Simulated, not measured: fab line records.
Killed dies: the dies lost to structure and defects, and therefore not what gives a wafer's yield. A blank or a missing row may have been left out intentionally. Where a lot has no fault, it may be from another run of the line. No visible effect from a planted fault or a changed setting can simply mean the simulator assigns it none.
Struck lot and sound lot, side by side :: flow ritCmos :: 15 out of 202 route steps
Sound: these wafers, L619.2, L619.3, L619.6. Struck: wafers L628.2, L628.6. (L628.1 of the same lot was not struck and is left out.) The cause comes at the end.
Each step with rows lists, per side, the tool, then ch with its chambers, then its first start. Under that, the readings that differ: sound wafers :: struck wafers :: difference of the means :: sigmas: that difference in standard deviations of wafers without a fault.
alike: a reading whose means differ by less than 2 such deviations, as well as words and numbers matching on both sides. not compared: withheld readings; readings where some wafer has no value; bounds like >300 that might hide an equal value; numbers whose values overlap and for which the record gives no deviation.
Wherever a step has rows on one side only, a row that says differs or no value, or a row with sigmas, the two part there. When numbers do not overlap yet have no deviation, they are printed without sigmas and do not part them. A reading that every wafer of one side lacks parts them only if that side has two wafers or more.

RIT_M1_SPUTTER_00: material Al, target thk 400 nm, time 500 s.
  sound on pvdSputter-03 at day 4 03:54; struck on pvdSputter-01 at day 6 01:59
  alike: throttleValvePct
RIT_M1_RS_MEAS_01: uses a four-point probe to measure.
  sound on filmMetro-01 at day 4 04:13; struck on filmMetro-04 at day 6 02:17
  alike: M1_AL_RS
RIT_M1_THK_MEAS_02: measures by xrf.
  sound on filmMetro-01 at day 4 04:19; struck on filmMetro-04 at day 6 02:25
  alike: M1_AL_THK
then, 6 steps without rows for these wafers: RIT_M1_HMDS_03 (prime time 60 s); RIT_M1_COAT_04 (resist thk 1300 nm); RIT_M1_SOFTBAKE_05 (time 60 s); RIT_M1_EXPOSE_06 (exposes mask M12, target cd 2600 nm); RIT_M1_PEB_07; RIT_M1_DEVELOP_08 (develop time 68 s).
RIT_M1_CD_MEAS_09: the cd target is 2600 nm.
  sound on cdSem-01 at day 4 05:35; struck on cdSem-01 at day 6 03:21
  alike: cdNm
RIT_M1_OVL_MEAS_10:
  sound on overlay-02 at day 4 05:41; struck on overlay-02 at day 6 03:28
  alike: M1_OVL
then, 1 step without rows for these wafers: RIT_M1_HARDBAKE_11 (time 120 s).
RIT_M1_METAL_ETCH_12: etches Al in Cl2/BCl3, stops on SiO2, time 165 s, target depth 600 nm.
  sound on rieMetal-03 ch 1, day 4 05:59; struck on rieMetal-03 ch 1, day 6 03:45
reading: chamberPressureMTorr (mTorr)
sound: 99.91 99.91 99.88
struck: 120.10 119.92
difference: +20.11
sigmas: +99 or more
  alike: bcl3FlowSccm, drypumpMotorCurrentA, oesProductAu, throttleValvePct
  not compared: rfHoursCounterH
then, 1 step without rows for these wafers: RIT_M1_STRIP_13 (strips in nmp, time 600 s).
RIT_M1_PROBE_99:
  sound wafers here have rows in the record (prober-01, day 4 08:28); struck ones have none

## WHERE THEY PART
At RIT_M1_METAL_ETCH_12 first; at RIT_M1_PROBE_99 last (within this record only).

WHY: what the simulator had put in
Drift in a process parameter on rieMetal-03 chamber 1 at RIT_M1_METAL_ETCH_12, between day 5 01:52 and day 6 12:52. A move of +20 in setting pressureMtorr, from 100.
